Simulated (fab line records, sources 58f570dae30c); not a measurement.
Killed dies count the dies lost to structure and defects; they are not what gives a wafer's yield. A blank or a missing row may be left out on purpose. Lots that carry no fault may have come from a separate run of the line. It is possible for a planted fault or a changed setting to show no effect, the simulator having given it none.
fab line records	flow berkeley-cmos170
[record] lots = 5	wafers = 23
route steps=331 shown CONTACT@228 M1@245 V1@256
start-h: the number of hours between the record's first day and the start of the first shown wafer of the lot	wait-h: time in hours since the lot's previous step	" repeats the value in the row above	L1.1+2: several wafers, shown together as one row	- no value, or no start was given	* or withheld: withheld	< > ~ a bound
route shown NAME@n: names a module that has steps shown in the file, with the first one's number in the route	usual: mean and standard deviation over wafers with no fault	same: alike in all rows	chamber/n: place in a boat	sites: readings site by site	_std_site: standard deviation of those values	_edge_site: inner sites' mean taken away from outer sites' mean	radius-mm: how far each site lies from the wafer's centre	mask NAME#n: copy n	behind: the tool/chamber that last shaped the wafer	hold: the reason the lot was held/the length of the hold in hours/how it ended	device: which transistor (n, p or np) failed to switch	end of line: tests of these same wafers at the route's end	a step given without rows: its recipe and nothing more	killed: not the wafer's yield, but the dies lost to structure and defects at the first sort	map: per-die view of a wafer (x killed, . not killed, _ where there is no die)
set.NAME: the setting that was run; set.NAME@STEP: the one run at that earlier step	model.NAME: the simulator's own value behind a step, which no gauge read
lots where settings were altered on purpose, with a table for each step and a row for each wafer
[[steps]]
[step UCB170_CONTACT_EXPOSE_12]
[recipe] mask-id = CONT	target-cd-nm = 700	na = 0.5	sigma-outer = 0.6	source-shape = conventional	dose-mj = 35
lot.wafer	tool	chamber	start-h	wait-h	mask	set.dose-mj
L075.1+3	krf-scanner-02	0	192.92	-	CONT#0	35
L075.4+5+6	"	0	"	"	CONT#0	33.2
L078.1+5+6	krf-scanner-02	0	193.26	-	CONT#0	35
L082.1+2	krf-scanner-02	0	205.90	-	CONT#0	35
L082.3+5+6	"	0	"	"	CONT#0	32.69
L085.1+5+6	krf-scanner-02	0	222.14	-	CONT#0	35
L085.2+4	"	0	"	"	CONT#0	32.82
L084.1+3+4	krf-scanner-01	0	222.38	-	CONT#0	35
L084.2+6	"	0	"	"	CONT#0	37.47
[step UCB170_CONTACT_PEB_13]
[recipe] peb-temp-c = 130	peb-time-s = withheld	resist = KrF
[step UCB170_CONTACT_DEVELOP_14]
[recipe] developer = TMAH	develop-time-s = 45	resist = KrF	dev-temp-c = 21
[step UCB170_CONTACT_CD_MEAS_15]
[recipe] target-cd-nm = 700
[usual] cd-nm = 699.5/1.4
lot.wafer	tool	chamber	start-h	wait-h	set.dose-mj@CONTACT_EXPOSE_12	cd-nm
L075.1	cd-sem-01	-	193.53	-	35	699.9
L075.3	"	-	"	"	35	700.4
L075.4	"	-	"	"	33.2	691.0
L075.5	"	-	"	"	33.2	690.3
L075.6	"	-	"	"	33.2	692.6
L078.1	cd-sem-01	-	193.81	-	35	700.6
L078.5	"	-	"	"	35	699.8
L078.6	"	-	"	"	35	698.5
L082.1	cd-sem-02	-	207.11	-	35	697.7
L082.2	"	-	"	"	35	696.8
L082.3	"	-	"	"	32.69	685.6
L082.5	"	-	"	"	32.69	685.1
L082.6	"	-	"	"	32.69	685.7
L085.1	cd-sem-01	-	222.53	-	35	700.1
L085.2	"	-	"	"	32.82	689.0
L085.4	"	-	"	"	32.82	688.1
L085.5	"	-	"	"	35	700.6
L085.6	"	-	"	"	35	699.7
L084.1	cd-sem-01	-	223.11	-	35	698.9
L084.2	"	-	"	"	37.47	710.6
L084.3	"	-	"	"	35	699.4
L084.4	"	-	"	"	35	699.8
L084.6	"	-	"	"	37.47	711.0
[step UCB170_CONTACT_ETCH_17]
[recipe] chemistry = N2/H2	target-depth-a = withheld	overetch-a = withheld	target = BARC	time-s = withheld	source-w = 500	bias-w = 100	pressure-mtorr = 30	n2-flow-sccm = 100	h2-flow-sccm = 200
lot.wafer	tool	chamber	start-h	wait-h	set.dose-mj@CONTACT_EXPOSE_12	model.CONTACT.cd-nm
L075.1	rie-diel-03	0	193.69	0.0	35	700.4
L075.3	"	1	"	"	35	700.5
L075.4	"	2	"	"	33.2	690.6
L075.5	"	0	"	"	33.2	691.2
L075.6	"	1	"	"	33.2	692.2
L078.1	rie-diel-03	1	193.96	0.0	35	700
L078.5	"	0	"	"	35	699.6
L078.6	"	1	"	"	35	698.5
L082.1	rie-diel-03	0	207.26	0.0	35	698.1
L082.2	"	3	"	"	35	696.5
L082.3	"	1	"	"	32.69	685
L082.5	"	1	"	"	32.69	683.9
L082.6	"	2	"	"	32.69	685.7
L085.1	rie-diel-01	3	222.68	0.0	35	700
L085.2	"	1	"	"	32.82	688.3
L085.4	"	0	"	"	32.82	688.7
L085.5	"	3	"	"	35	699.8
L085.6	"	1	"	"	35	698.7
L084.1	rie-diel-03	3	223.27	0.0	35	699.2
L084.2	"	2	"	"	37.47	709.9
L084.3	"	1	"	"	35	699.3
L084.4	"	2	"	"	35	699.9
L084.6	"	3	"	"	37.47	710.8
[step UCB170_CONTACT_ETCH_18]
[recipe] chemistry = CHF3/CF4/Ar	target = PSG	stop-on = TiSi2	CHF3_flow_sccm = 45	cf4-flow-sccm = 15	Ar_flow_sccm = 150	pressure-mtorr = 200	rf-w = 700	target-depth-a = 8400	over-etch-frac = 0.2	time-s = 195
lot.wafer	tool	chamber	start-h	wait-h	set.sih4-flow-sccm@CONTACT_CVD_01	set.dose-mj@CONTACT_EXPOSE_12	model.CONTACT.feature-depth-nm	model.CONTACT.cd-nm	model.etch.depth-nm
L075.1	rie-diel-03	0	-	-	51.66	35	678.6	700.5	678.6
L075.3	"	1	"	"	51.66	35	668.1	700	-
L075.4	"	2	"	"	51.66	33.2	673.4	689.8	-
L075.5	"	0	"	"	51.66	33.2	674.4	691.1	674.4
L075.6	"	1	"	"	51.66	33.2	669.9	691.7	669.9
L078.1	rie-diel-03	1	-	-	60	35	705.3	699.8	705.3
L078.5	"	0	"	"	60	35	709.3	699.7	709.3
L078.6	"	1	"	"	60	35	709.3	697.6	709.3
L082.1	rie-diel-03	0	-	-	64.89	35	720	698.6	720
L082.2	"	3	"	"	64.89	35	721.2	696.6	721.2
L082.3	"	1	"	"	64.89	32.69	721.7	685.2	721.7
L082.5	"	1	"	"	64.89	32.69	723.6	683.9	-
L082.6	"	2	"	"	64.89	32.69	721.4	685.3	-
L085.1	rie-diel-01	3	-	-	64.92	35	723.2	701.4	723.2
L085.2	"	1	"	"	64.92	32.82	720.4	688.2	720.4
L085.4	"	0	"	"	64.92	32.82	723	688.1	723
L085.5	"	3	"	"	64.92	35	723.7	700.9	723.7
L085.6	"	1	"	"	64.92	35	721	698.1	721
L084.1	rie-diel-03	3	-	-	52.04	35	669	699.1	-
L084.2	"	2	"	"	52.04	37.47	668.5	709.7	-
L084.3	"	1	"	"	52.04	35	668.5	699.4	-
L084.4	"	2	"	"	52.04	35	667.2	699.4	667.2
L084.6	"	3	"	"	52.04	37.47	670.1	710.9	670.1
[step UCB170_CONTACT_STRIP_19]
[recipe] chemistry = O2	power-w = 400	pressure-mtorr = 3500	platen-temp-c = withheld	o2-flow-sccm = 400	overash-fraction = 0.5
[step UCB170_CONTACT_CD_MEAS_90]
[recipe] target-cd-nm = 700
[usual] cd-nm = 699.2/1.5
lot.wafer	tool	chamber	start-h	wait-h	set.dose-mj@CONTACT_EXPOSE_12	cd-nm
L075.1	cd-sem-02	-	193.99	0.1	35	700.5
L075.3	"	-	"	"	35	699.6
L075.4	"	-	"	"	33.2	689.7
L075.5	"	-	"	"	33.2	691.1
L075.6	"	-	"	"	33.2	691.6
L078.1	cd-sem-01	-	194.23	0.1	35	700.1
L078.5	"	-	"	"	35	699.7
L078.6	"	-	"	"	35	697.7
L082.1	cd-sem-02	-	207.53	0.1	35	698.9
L082.2	"	-	"	"	35	696.7
L082.3	"	-	"	"	32.69	685.3
L082.5	"	-	"	"	32.69	683.8
L082.6	"	-	"	"	32.69	685.2
L085.1	cd-sem-02	-	222.95	0.1	35	701.5
L085.2	"	-	"	"	32.82	688.2
L085.4	"	-	"	"	32.82	688.0
L085.5	"	-	"	"	35	700.7
L085.6	"	-	"	"	35	698.1
L084.1	cd-sem-02	-	223.54	0.1	35	699.2
L084.2	"	-	"	"	37.47	709.6
L084.3	"	-	"	"	35	699.3
L084.4	"	-	"	"	35	699.4
L084.6	"	-	"	"	37.47	710.6
[step UCB170_M1_PEB_07]
[recipe] peb-temp-c = 130	peb-time-s = withheld	resist = KrF
lot.wafer	tool	chamber	start-h	wait-h	set.peb-temp-c
L075.1+5+6	litho-track-02	0	195.60	0.3	130
L075.3+4	"	0	"	"	128.9
L078.1+5+6	litho-track-02	0	195.87	0.3	130
L082.1+6	litho-track-04	0	209.26	0.3	130
L082.2+3+5	"	0	"	"	126.8
L085.1+2+4+5+6	litho-track-03	0	224.33	0.2	130
L084.1+3+6	litho-track-02	0	224.64	0.1	130
L084.2+4	"	0	"	"	131
[step UCB170_M1_DEVELOP_08]
[recipe] developer = TMAH	develop-time-s = 45	resist = KrF	dev-temp-c = 21
[step UCB170_M1_CD_MEAS_09]
[recipe] target-cd-nm = 700
[usual] cd-nm = 700.5/1.5
lot.wafer	tool	chamber	start-h	wait-h	set.peb-temp-c@M1_PEB_07	cd-nm
L075.1	cd-sem-01	-	195.87	-	130	701.4
L075.3	"	-	"	"	128.9	708.5
L075.4	"	-	"	"	128.9	708.7
L075.5	"	-	"	"	130	701.5
L075.6	"	-	"	"	130	699.9
L078.1	cd-sem-02	-	196.15	-	130	701.5
L078.5	"	-	"	"	130	701.6
L078.6	"	-	"	"	130	701.8
L082.1	cd-sem-02	-	209.54	-	130	701.2
L082.2	"	-	"	"	126.8	725.9
L082.3	"	-	"	"	126.8	724.4
L082.5	"	-	"	"	126.8	725.5
L082.6	"	-	"	"	130	701.4
L085.1	cd-sem-02	-	224.61	-	130	703.2
L085.2	"	-	"	"	130	701.3
L085.4	"	-	"	"	130	702.2
L085.5	"	-	"	"	130	701.9
L085.6	"	-	"	"	130	701.9
L084.1	cd-sem-02	-	224.91	-	130	698.1
L084.2	"	-	"	"	131	692.3
L084.3	"	-	"	"	130	699.2
L084.4	"	-	"	"	131	691.8
L084.6	"	-	"	"	130	698.2
[step UCB170_M1_ETCH_11]
[recipe] chemistry = N2/H2	target-depth-a = withheld	overetch-a = withheld	target = BARC	time-s = withheld	source-w = 500	bias-w = 100	pressure-mtorr = 30	n2-flow-sccm = 100	h2-flow-sccm = 200
lot.wafer	tool	chamber	start-h	wait-h	set.peb-temp-c@M1_PEB_07	model.M1.cd-nm
L075.1	rie-diel-02	3	196.07	0.1	130	702
L075.3	"	0	"	"	128.9	707.7
L075.4	"	1	"	"	128.9	709.1
L075.5	"	2	"	"	130	701.1
L075.6	"	1	"	"	130	700
L078.1	rie-diel-02	2	196.33	0.1	130	701.7
L078.5	"	0	"	"	130	700.7
L078.6	"	1	"	"	130	702.4
L082.1	rie-diel-02	0	209.70	0.0	130	700.8
L082.2	"	1	"	"	126.8	726.2
L082.3	"	3	"	"	126.8	724.9
L082.5	"	3	"	"	126.8	726
L082.6	"	1	"	"	130	701.3
L085.1	rie-diel-01	3	224.77	0.0	130	701.6
L085.2+5	"	1,3	"	"	130	700.4
L085.4	"	2	"	"	130	701
L085.6	"	0	"	"	130	701.7
L084.1+6	rie-diel-02	2,3	225.07	0.0	130	698.7
L084.2+4	"	1,0	"	"	131	691.7
L084.3	"	3	"	"	130	699.4
[step UCB170_M1_METAL_ETCH_12]
[recipe] chemistry = Cl2/BCl3	target = Al	stop-on = PSG	pressure-mtorr = 12	target-depth-a = 7800	over-etch-frac = 0.3	time-s = 130	icp-w = 600	bias-w = 120	Cl2_flow_sccm = 90	bcl3-flow-sccm = 45
[usual] oes-product-au = 0.853/0.013
lot.wafer	tool	chamber	start-h	wait-h	set.time-s	set.peb-temp-c@M1_PEB_07	oes-product-au	model.M1.cd-nm	model.KrF_of_M1_COAT_04.thk-nm
L075.1	rie-metal-02	1	196.11	-	123	130	0.892	708.7	465.1
L075.3	"	0	"	"	123	128.9	0.874	712.3	451.8
L075.4	"	1	"	"	123	128.9	0.890	715.1	464.4
L075.5	"	1	"	"	130	130	0.869	705.8	437.4
L075.6	"	0	"	"	130	130	0.865	702.5	427.8
L078.1	rie-metal-03	0	196.37	-	130	130	0.857	701.9	437.9
L078.5	"	0	"	"	130	130	0.846	703.5	432
L078.6	"	1	"	"	130	130	0.852	699.9	410.6
L082.1	rie-metal-02	0	209.74	-	130	130	0.858	701.2	434.5
L082.2	"	1	"	"	138	126.8	0.857	727.3	414
L082.3	"	0	"	"	130	126.8	0.857	724.6	427.9
L082.5	"	1	"	"	130	126.8	0.865	728.1	440.3
L082.6	"	0	"	"	138	130	0.845	698.1	404.8
L085.1	rie-metal-02	0	224.81	-	112.7	130	0.930	704.4	489.8
L085.2	"	1	"	"	130	130	0.874	701.8	446.7
L085.4	"	0	"	"	130	130	0.867	700.5	427.2
L085.5	"	0	"	"	130	130	0.881	698.8	432
L085.6	"	1	"	"	112.7	130	0.955	708.5	500.6
L084.1	rie-metal-03	1	225.11	-	130	130	0.843	697.5	409.5
L084.2	"	0	"	"	130	131	0.847	693.7	429.7
L084.3	"	0	"	"	143.8	130	0.793	697	380
L084.4	"	1	"	"	143.8	131	0.803	687.5	356.4
L084.6	"	0	"	"	143.8	130	0.805	696.5	384.9
[step UCB170_M1_STRIP_13]
[recipe] chemistry = O2	power-w = 400	pressure-mtorr = 3500	platen-temp-c = withheld	o2-flow-sccm = 400	overash-fraction = 0.5
[step UCB170_M1_CD_MEAS_90]
[recipe] target-cd-nm = 700
[usual] cd-nm = 700.8/2.5
lot.wafer	tool	chamber	start-h	wait-h	set.peb-temp-c@M1_PEB_07	cd-nm
L075.1	cd-sem-02	-	196.35	0.1	130	708.9
L075.3	"	-	"	"	128.9	712.5
L075.4	"	-	"	"	128.9	715.0
L075.5	"	-	"	"	130	705.8
L075.6	"	-	"	"	130	702.6
L078.1	cd-sem-02	-	196.61	0.1	130	701.6
L078.5	"	-	"	"	130	703.8
L078.6	"	-	"	"	130	700.1
L082.1	cd-sem-02	-	209.97	0.1	130	701.2
L082.2	"	-	"	"	126.8	727.2
L082.3	"	-	"	"	126.8	724.9
L082.5	"	-	"	"	126.8	728.5
L082.6	"	-	"	"	130	698.0
L085.1	cd-sem-01	-	225.04	0.1	130	704.8
L085.2	"	-	"	"	130	702.0
L085.4	"	-	"	"	130	700.5
L085.5	"	-	"	"	130	698.8
L085.6	"	-	"	"	130	708.9
L084.1	cd-sem-02	-	225.39	0.1	130	697.7
L084.2	"	-	"	"	131	693.7
L084.3	"	-	"	"	130	696.8
L084.4	"	-	"	"	131	687.3
L084.6	"	-	"	"	130	696.7
[step UCB170_V1_CMP_02]
[recipe] material = SiO2	down-force-psi = 6	platen-rpm = 60	pad-velocity-m-s = 0.75398
lot.wafer	tool	chamber	start-h	wait-h	set.leave-above-ref-nm	model.SiO2_of_V1_CVD_00.thk-nm
L075.3	cmp-01	1	199.31	0.0	1000	999.3
L075.4	"	3	"	"	1000	1001
L075.1	"	0	"	"	1000	999.8
L075.5	"	1	"	"	1000	999.5
L075.6	"	2	"	"	1000	998.4
L078.1	cmp-02	1	199.31	0.1	1000	1001
L078.5	"	1	"	"	1000	1002
L078.6	"	2	"	"	1000	999.6
L082.1	cmp-02	0	211.64	0.1	1000	998.4
L082.3	"	2	"	"	1000	999.1
L082.2+5	"	3,1	"	"	1000	1000
L082.6	"	0	"	"	1000	998.9
L085.4	cmp-01	1	227.04	0.0	1000	1001
L085.1	"	2	"	"	1052	1052
L085.2	"	3	"	"	1052	1054
L085.5	"	1	"	"	1000	999.1
L085.6	"	2	"	"	1000	1000
L084.2	cmp-02	2	228.38	0.0	946	945
L084.4	"	3	"	"	946	947.2
L084.3	"	0	"	"	946	943.7
L084.1	"	1	"	"	1000	1002
L084.6	"	2	"	"	1000	999.6
[step UCB170_V1_THK_MEAS_04]
[recipe] reads = SiO2_of_V1_CVD_00
[usual] V1_POLISHED_THK = 1000.2/1.2
lot.wafer	tool	chamber	start-h	wait-h	set.leave-above-ref-nm@V1_CMP_02	V1_POLISHED_THK[nm]
L075.1	film-metro-04	-	199.73	0.1	1000	1000.0
L075.3	"	-	"	"	1000	999.7
L075.4	"	-	"	"	1000	1000.3
L075.5	"	-	"	"	1000	998.9
L075.6	"	-	"	"	1000	998.3
L078.1	film-metro-01	-	199.73	0.1	1000	1000.6
L078.5	"	-	"	"	1000	1001.3
L078.6	"	-	"	"	1000	999.1
L082.1	film-metro-01	-	212.06	0.1	1000	998.6
L082.2	"	-	"	"	1000	1000.0
L082.3	"	-	"	"	1000	999.6
L082.5	"	-	"	"	1000	1000.3
L082.6	"	-	"	"	1000	999.3
L085.1	film-metro-01	-	227.46	0.1	1052	1052.3
L085.2	"	-	"	"	1052	1054.2
L085.4	"	-	"	"	1000	1000.7
L085.5	"	-	"	"	1000	999.4
L085.6	"	-	"	"	1000	1000.6
L084.1	film-metro-02	-	228.80	0.1	1000	1001.7
L084.2	"	-	"	"	946	945.8
L084.3	"	-	"	"	946	944.1
L084.4	"	-	"	"	946	946.7
L084.6	"	-	"	"	1000	999.5
[step UCB170_V1_ETCH_14]
[recipe] chemistry = CHF3/CF4/Ar	target = SiO2	stop-on = Al	CHF3_flow_sccm = 45	cf4-flow-sccm = 15	Ar_flow_sccm = 150	pressure-mtorr = 200	rf-w = 700	target-depth-a = 12500	over-etch-frac = 0.25	time-s = 291
lot.wafer	tool	chamber	start-h	wait-h	set.rf-w	set.leave-above-ref-nm@V1_CMP_02	model.etch.depth-nm	model.V1.feature-depth-nm	model.KrF_of_V1_COAT_07.thk-nm
L075.1	rie-diel-03	0	203.00	0.0	700	1000	999.8	1000	610.6
L075.3	"	2	"	"	653.2	1000	-	999.3	634.2
L075.4	"	1	"	"	653.2	1000	-	1001	628.7
L075.5	"	0	"	"	700	1000	999.5	1000	610.6
L075.6	"	3	"	"	653.2	1000	998.4	998.4	627.7
L078.1	rie-diel-03	0	203.27	0.0	700	1000	1001	1002	618.3
L078.5	"	0	"	"	700	1000	1002	1002	616.5
L078.6	"	3	"	"	700	1000	999.6	999.8	623
L082.1	rie-diel-04	3	215.87	0.0	700	1000	998.4	998.4	615.9
L082.2	"	2	"	"	700	1000	1000	1000	616.2
L082.3	"	1	"	"	700	1000	999.1	999.1	617.5
L082.5	"	1	"	"	700	1000	-	1000	619.8
L082.6	"	0	"	"	700	1000	-	998.9	615.2
L085.1	rie-diel-03	3	228.93	0.0	728.7	1052	1052	1053	617
L085.2	"	1	"	"	700	1052	1054	1054	627.2
L085.4	"	3	"	"	700	1000	1001	1001	620.7
L085.5	"	1	"	"	728.7	1000	999.1	999.3	617.1
L085.6	"	2	"	"	700	1000	1000	1000	631.6
L084.1	rie-diel-03	2	230.43	0.0	700	1000	-	1002	621
L084.2	"	1	"	"	767.9	946	-	946.1	602.5
L084.3	"	3	"	"	767.9	946	-	945.4	603.2
L084.4	"	2	"	"	700	946	947.2	947.2	615.8
L084.6	"	3	"	"	700	1000	999.6	999.8	614.5
[step UCB170_V1_STRIP_15]
[recipe] chemistry = O2	power-w = 400	pressure-mtorr = 3500	platen-temp-c = withheld	o2-flow-sccm = 400	overash-fraction = 0.5
[usual] strip-time-to-endpoint-s = 15.52/0.13
lot.wafer	tool	chamber	start-h	wait-h	set.rf-w@V1_ETCH_14	strip-time-to-endpoint-s
L075.1	plasma-asher-04	0	203.17	0.1	700	15.32
L075.3	"	1	"	"	653.2	15.87
L075.4	"	0	"	"	653.2	15.75
L075.5	"	0	"	"	700	15.34
L075.6	"	1	"	"	653.2	15.73
L078.1	plasma-asher-04	1	203.45	0.1	700	15.52
L078.5	"	1	"	"	700	15.46
L078.6	"	0	"	"	700	15.63
L082.1	plasma-asher-01	1	216.05	0.1	700	15.44
L082.2	"	0	"	"	700	15.47
L082.3	"	0	"	"	700	15.48
L082.5	"	1	"	"	700	15.55
L082.6	"	0	"	"	700	15.42
L085.1	plasma-asher-03	1	229.10	0.1	728.7	15.48
L085.2	"	0	"	"	700	15.73
L085.4	"	0	"	"	700	15.57
L085.5	"	0	"	"	728.7	15.48
L085.6	"	1	"	"	700	15.83
L084.1	plasma-asher-03	1	230.61	0.1	700	15.58
L084.2	"	0	"	"	767.9	15.14
L084.3	"	1	"	"	767.9	15.15
L084.4	"	0	"	"	700	15.43
L084.6	"	1	"	"	700	15.42
[[key]]
[split] step = UCB170_CONTACT_EXPOSE_12	setting = dose-mj	stated = 35	by = wafer
[response] step = UCB170_CONTACT_CD_MEAS_15	reading = cd-nm	change = +1.74	per = 1%	r = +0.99
[response] step = UCB170_CONTACT_ETCH_17	reading = model.CONTACT.cd-nm	change = +1.73	per = 1%	r = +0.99
[response] step = UCB170_CONTACT_ETCH_18	reading = model.CONTACT.cd-nm	change = +1.8	per = 1%	r = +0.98
[response] step = UCB170_CONTACT_CD_MEAS_90	reading = cd-nm	change = +1.79	per = 1%	r = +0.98
[split] step = UCB170_M1_PEB_07	setting = peb-temp-c	stated = 130	by = wafer
[response] step = UCB170_M1_CD_MEAS_09	reading = cd-nm	change = -9.57	per = 1%	r = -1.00
[response] step = UCB170_M1_ETCH_11	reading = model.M1.cd-nm	change = -9.84	per = 1%	r = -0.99
[response] step = UCB170_M1_METAL_ETCH_12	reading = model.M1.cd-nm	change = -10.6	per = 1%	r = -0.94
[response] step = UCB170_M1_CD_MEAS_90	reading = cd-nm	change = -10.7	per = 1%	r = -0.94
[split] step = UCB170_M1_METAL_ETCH_12	setting = time-s	stated = 130	by = wafer
[response] step = UCB170_M1_METAL_ETCH_12	reading = oes-product-au	change = -0.00432	per = 1%	r = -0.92
[response] step = UCB170_M1_METAL_ETCH_12	reading = model.KrF_of_M1_COAT_04.thk-nm	change = -4.45	per = 1%	r = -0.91
[split] step = UCB170_V1_CMP_02	setting = leave-above-ref-nm	stated = 1000	by = wafer
[response] step = UCB170_V1_CMP_02	reading = model.SiO2_of_V1_CVD_00.thk-nm	change = +10.2	per = 1%	r = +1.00
[response] step = UCB170_V1_THK_MEAS_04	reading = V1_POLISHED_THK	change = +10.2	per = 1%	r = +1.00
[response] step = UCB170_V1_ETCH_14	reading = model.etch.depth-nm	change = +10	per = 1%	r = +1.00
[response] step = UCB170_V1_ETCH_14	reading = model.V1.feature-depth-nm	change = +10.2	per = 1%	r = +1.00
[split] step = UCB170_V1_ETCH_14	setting = rf-w	stated = 700	by = wafer
[response] step = UCB170_V1_ETCH_14	reading = model.KrF_of_V1_COAT_07.thk-nm	change = -1.98	per = 1%	r = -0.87
[response] step = UCB170_V1_STRIP_15	reading = strip-time-to-endpoint-s	change = *	per = 1%	r = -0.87
split outside-this-file step=UCB170_CONTACT_CVD_01 setting=sih4-flow-sccm
// split outside-this-file: this setting was split too, and the file shows its column; the key of that split is in another file
